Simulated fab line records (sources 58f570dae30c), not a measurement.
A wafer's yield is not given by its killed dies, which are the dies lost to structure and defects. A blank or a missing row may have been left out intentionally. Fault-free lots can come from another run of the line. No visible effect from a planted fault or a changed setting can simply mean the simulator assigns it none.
Which tool was responsible? | flow berkeley-cmos170 | at 1 step of a route of 331, 6 lots with 18 wafers sampled

== WHAT EACH GAUGE READ, for each wafer ==
UCB170_SDANNEAL_RS_MEAS_05: the measuring method here is four-point-probe.
lot  | measured     | on            | NLDD_RS (ohm/sq)
L448 | day 7 02:59  | film-metro-03 | 616.8 614.8 616.7
L450 | day 7 03:38  | film-metro-03 | 617.8 617.3 618.5
L452 | day 7 13:25  | film-metro-02 | 614.7 614.6 614.5
L455 | day 8 01:07  | film-metro-03 | 616.8 618.1 617.1
L467 | day 10 19:27 | film-metro-03 | 614.6 615.1 614.4
L466 | day 10 21:19 | film-metro-03 | 618.2 617.0 618.6

== EACH LOT AND THE TOOL THAT RAN IT (in order: tool; ch and the chambers of the sampled wafers; start) ==
The record shows no process step preceding these readings.

== THE ANSWER, worked out from the rows above alone ==
Rule: the usual values come from the lots themselves. The widest of any qualifying gaps counts: lots, ordered by their means at a reading, are off when they make up no more than a third of the lots, leave a main group of 4 or more, and stand apart from it by 3 or more times the standard deviation of that group's means. A main group whose means are all the same, to the digits that the tables above print for the reading, isn't used. A lot without any number at a reading at which 4 lots or more have one is off too. All remaining lots with rows at the step are treated as sound.
Nothing can be told from this: no lot is off at any reading shown.

== WHAT THE SIMULATOR HAD INSERTED ==
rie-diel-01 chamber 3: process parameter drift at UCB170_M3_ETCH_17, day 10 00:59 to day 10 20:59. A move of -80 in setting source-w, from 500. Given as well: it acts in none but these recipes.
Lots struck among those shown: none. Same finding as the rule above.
